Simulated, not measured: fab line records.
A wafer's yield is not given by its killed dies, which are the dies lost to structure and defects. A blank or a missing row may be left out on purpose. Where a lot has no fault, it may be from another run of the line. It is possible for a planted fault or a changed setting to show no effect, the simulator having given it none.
Which tool did it? | flow berkeleyCmos170 | 15 lots, 45 wafers sampled, at 5 steps of a route of 331

== WHAT THE GAUGES READ, wafer by wafer ==
UCB170_NWELL_TW_MEAS_16. Usual: NWELL_TW 1248, standard deviation 12.
lot  | measured    | on           | NWELL_TW       | flag
L840 | day 2 11:49 | filmMetro-02 | 1234 1230 1243 | 
L843 | day 3 00:57 | filmMetro-02 | 1238 1245 1239 | 
L842 | day 3 01:06 | filmMetro-02 | 1241 1245 1247 | 
L841 | day 3 01:07 | filmMetro-04 | 1256 1250 1250 | 
L844 | day 3 11:29 | filmMetro-04 | 1255 1245 1254 | 
L845 | day 3 16:01 | filmMetro-01 | 1255 1259 1256 | 
L851 | day 4 16:02 | filmMetro-01 | 1264 1254 1257 | 
L850 | day 4 16:14 | filmMetro-04 | 1197 1196 1203 | OFF
L852 | day 4 18:56 | filmMetro-02 | 1179 1178 1174 | OFF
L854 | day 5 07:35 | filmMetro-04 | 1187 1195 1195 | OFF
L856 | day 5 15:27 | filmMetro-02 | 1239 1246 1244 | 
L857 | day 5 20:51 | filmMetro-04 | 1241 1242 1244 | 
L859 | day 6 13:32 | filmMetro-02 | 1241 1234 1234 | 
L861 | day 7 01:07 | filmMetro-01 | 1267 1276 1267 | 
L863 | day 7 03:05 | filmMetro-01 | 1273 1271 1269 | 

UCB170_ACTIVE_CD_MEAS_13: target cd 1200 nm. Usual: cdNm 1199.8 nm, standard deviation 1.3.
lot  | measured    | on       | cdNm (nm)            | flag
L840 | day 4 16:37 | cdSem-01 | 1198.8 1197.8 1199.6 | 
L843 | day 5 05:07 | cdSem-02 | 1197.1 1198.7 1198.3 | 
L842 | day 5 04:59 | cdSem-01 | 1198.9 1200.6 1200.0 | 
L841 | day 5 05:01 | cdSem-02 | 1199.9 1199.6 1199.4 | 
L844 | day 5 12:25 | cdSem-02 | 1199.3 1199.9 1201.2 | 
L845 | day 5 12:10 | cdSem-02 | 1200.9 1200.3 1201.6 | 
L851 | day 6 18:19 | cdSem-02 | 1201.6 1203.2 1201.4 | 
L850 | day 6 18:11 | cdSem-02 | 1200.5 1199.0 1198.6 | 
L852 | day 6 17:28 | cdSem-02 | 1200.3 1199.6 1198.9 | 
L854 | day 7 09:42 | cdSem-01 | 1197.4 1197.2 1197.6 | 
L856 | day 8 00:59 | cdSem-01 | 1200.3 1199.9 1200.5 | 
L857 | day 8 01:16 | cdSem-01 | 1198.2 1198.8 1197.6 | 
L859 | day 8 17:19 | cdSem-01 | 1200.8 1202.0 1200.7 | 
L861 | day 9 04:59 | cdSem-02 | 1202.1 1202.0 1200.6 | 
L863 | day 9 05:16 | cdSem-01 | 1199.5 1199.6 1199.1 | 

UCB170_FIELD_THK_MEAS_90. Usual: FIELD_OXIDE_LEFT_1_THK 444 nm, standard deviation 9.7.
lot  | measured     | on           | FIELD_OXIDE_LEFT_1_THK (nm) | flag
L840 | day 5 08:51  | filmMetro-03 | 440 450 429                 | 
L843 | day 5 23:40  | filmMetro-01 | 474 461 469                 | 
L842 | day 5 23:40  | filmMetro-03 | 444 439 450                 | 
L841 | day 5 23:41  | filmMetro-02 | 458 440 450                 | 
L844 | day 6 08:06  | filmMetro-02 | 441 450 460                 | 
L845 | day 6 08:06  | filmMetro-03 | 446 446 442                 | 
L851 | day 7 16:17  | filmMetro-01 | 435 434 444                 | 
L850 | day 7 16:17  | filmMetro-02 | 420 431 430                 | 
L852 | day 7 16:17  | filmMetro-03 | 445 442 449                 | 
L854 | day 8 07:19  | filmMetro-02 | 440 453 445                 | 
L856 | day 8 18:56  | filmMetro-02 | 448 448 448                 | 
L857 | day 8 18:56  | filmMetro-01 | 451 458 441                 | 
L859 | day 9 13:28  | filmMetro-01 | 449 442 450                 | 
L861 | day 10 00:19 | filmMetro-02 | 435 451 448                 | 
L863 | day 10 00:18 | filmMetro-01 | 444 444 457                 | 

== WHAT TOOL EACH LOT RAN ON (gives the tool, then ch and the chambers of the sampled wafers, and finally the start) ==
lot  | UCB170_NWELL_IMPLANT_14        | UCB170_ACTIVE_ETCH_15
L840 | implanter-02 ch 0, day 2 11:34 | rieDiel-01 ch 2,3, day 4 16:46
L843 | implanter-04 ch 0, day 3 00:44 | rieDiel-04 ch 0,1, day 5 05:14
L842 | implanter-02 ch 0, day 3 00:52 | rieDiel-01 ch 1,2,3, day 5 05:07
L841 | implanter-01 ch 0, day 3 00:54 | rieDiel-02 ch 0,3, day 5 05:07
L844 | implanter-04 ch 0, day 3 11:14 | rieDiel-02 ch 0,1,2, day 5 12:34
L845 | implanter-04 ch 0, day 3 15:46 | rieDiel-04 ch 0,1,2, day 5 12:20
L851 | implanter-02 ch 0, day 4 15:47 | rieDiel-04 ch 0,2,3, day 6 18:28
L850 | implanter-04 ch 0, day 4 15:59 | rieDiel-02 ch 0,1,2, day 6 18:20
L852 | implanter-04 ch 0, day 4 18:41 | rieDiel-01 ch 2,3, day 6 17:37
L854 | implanter-04 ch 0, day 5 07:20 | rieDiel-02 ch 0,2,3, day 7 09:52
L856 | implanter-01 ch 0, day 5 15:12 | rieDiel-02 ch 1,3, day 8 01:09
L857 | implanter-01 ch 0, day 5 20:36 | rieDiel-04 ch 0,1,2, day 8 01:25
L859 | implanter-02 ch 0, day 6 13:19 | rieDiel-02 ch 0,2,3, day 8 17:26
L861 | implanter-02 ch 0, day 7 00:54 | rieDiel-02 ch 0,1,3, day 9 05:06
L863 | implanter-02 ch 0, day 7 02:51 | rieDiel-01 ch 0,2,3, day 9 05:24
- UCB170_NWELL_IMPLANT_14
- UCB170_ACTIVE_ETCH_15: etches Si3N4 in CH3F/Ar/O2, stops on SiO2, target depth 242 nm, time 151 s.

== WHAT THE TOOLS THEMSELVES READ (means of the sampled wafers that have a number; where no wafer has one, the mark that the record gives instead) ==
UCB170_NWELL_IMPLANT_14. Usual: beamEnergyKeV 150.02, standard deviation 0.044; doseIonsCm2 1.0002e+13, standard deviation 1e+10; faradayCurrentUA 31.7, standard deviation 0.6.
lot  | tool         | beamEnergyKeV | doseIonsCm2 | faradayCurrentUA | flag
L840 | implanter-02 | 149.98        | 1.0006e+13  | 31.7             | 
L843 | implanter-04 | 150.02        | 1.0006e+13  | 31.9             | 
L842 | implanter-02 | 150.01        | 9.9953e+12  | 32.1             | 
L841 | implanter-01 | 150.07        | 1.0001e+13  | 31.5             | 
L844 | implanter-04 | 150.04        | 9.9973e+12  | 31.8             | 
L845 | implanter-04 | 149.97        | 1.0002e+13  | 31.9             | 
L851 | implanter-02 | 150.00        | 1.0009e+13  | 31.9             | 
L850 | implanter-04 | 149.96        | 8.7300e+12  | 28.2             | OFF
L852 | implanter-04 | 150.00        | 8.7413e+12  | 27.2             | OFF
L854 | implanter-04 | 150.05        | 8.7393e+12  | 26.9             | OFF
L856 | implanter-01 | 150.01        | 1.0001e+13  | 31.5             | 
L857 | implanter-01 | 150.02        | 1.0008e+13  | 31.8             | 
L859 | implanter-02 | 150.02        | 1.0009e+13  | 31.9             | 
L861 | implanter-02 | 150.01        | 9.9990e+12  | 32.2             | 
L863 | implanter-02 | 150.04        | 1.0001e+13  | 31.6             | 

UCB170_ACTIVE_ETCH_15. Usual: chamberPressureMTorr 50.00 mTorr, standard deviation 0.047; drypumpMotorCurrentA 5.9 A, standard deviation 0.42; oesProductAu 0.932 a.u., standard deviation 0.012; throttleValvePct 8.09 %, standard deviation 0.078.
lot  | tool       | chamberPressureMTorr (mTorr) | drypumpMotorCurrentA (A) | oesProductAu (a.u.) | throttleValvePct (%) | flag
L840 | rieDiel-01 | 50.02                        | 6.0                      | 0.929               | 8.04                 | 
L843 | rieDiel-04 | 49.97                        | 5.8                      | 0.924               | 8.06                 | 
L842 | rieDiel-01 | 50.02                        | 6.0                      | 0.930               | 8.07                 | 
L841 | rieDiel-02 | 49.96                        | 6.0                      | 0.927               | 8.07                 | 
L844 | rieDiel-02 | 49.94                        | 5.9                      | 0.936               | 8.09                 | 
L845 | rieDiel-04 | 50.01                        | 5.6                      | 0.931               | 8.10                 | 
L851 | rieDiel-04 | 49.94                        | 5.3                      | 0.940               | 8.14                 | 
L850 | rieDiel-02 | 50.03                        | 5.9                      | 0.930               | 8.09                 | 
L852 | rieDiel-01 | 50.04                        | 6.0                      | 0.941               | 8.04                 | 
L854 | rieDiel-02 | 49.99                        | 5.8                      | 0.924               | 8.10                 | 
L856 | rieDiel-02 | 50.07                        | 6.1                      | 0.924               | 8.03                 | 
L857 | rieDiel-04 | 49.97                        | 5.7                      | 0.935               | 8.08                 | 
L859 | rieDiel-02 | 49.99                        | 5.8                      | 0.926               | 8.09                 | 
L861 | rieDiel-02 | 49.99                        | 6.2                      | 0.939               | 8.06                 | 
L863 | rieDiel-01 | 50.00                        | 6.0                      | 0.916               | 8.13                 | 

== THE ANSWER, worked out from the rows above alone ==
Rule: take the mean of a lot's wafers that have a number; if it is more than 3 standard deviations from the usual mean, the lot is off. A lot without any number at a reading at which 4 lots or more have one is off too. All remaining lots with rows at the step are treated as sound. The gauges are gone through in route order, then the tools' own readings, and for those a lot's mean is taken as printed above. At the first step where some lot is off, the reading lying furthest off is the one used; lots without a number count as furthest.
Off: at UCB170_NWELL_TW_MEAS_16 (NWELL_TW), L850, L852, L854.
A tool fits if, at a process step before that reading, it ran every lot that is off, and no sound lot after the first of them. Not tried: the gauges at UCB170_NWELL_TW_MEAS_16; whatever is off there is also off at UCB170_NWELL_IMPLANT_14, on other tools, and gauge error can't account for it. One fits: UCB170_NWELL_IMPLANT_14 on implanter-04. A fault onset in the window from L845 (day 3 15:46, its last sound lot) to L850 (day 4 15:59, its first lot off) fits.
The tool's own readings at UCB170_NWELL_IMPLANT_14 bear it out: on the lots that are off they differ by more than 5 times the standard deviation of the sound lots' means. doseIonsCm2 reads 8.7369e+12 there against 1.0003e+13 on the sound lots; faradayCurrentUA reads 27.4 there against 31.8 on the sound lots.

== WHAT THE SIMULATOR PUT IN ==
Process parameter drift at UCB170_NWELL_IMPLANT_14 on implanter-04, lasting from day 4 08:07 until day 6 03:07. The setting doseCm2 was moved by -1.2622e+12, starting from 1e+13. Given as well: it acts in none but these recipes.
Struck lots among those shown: L850, L852, L854. This agrees with what the rule above found.
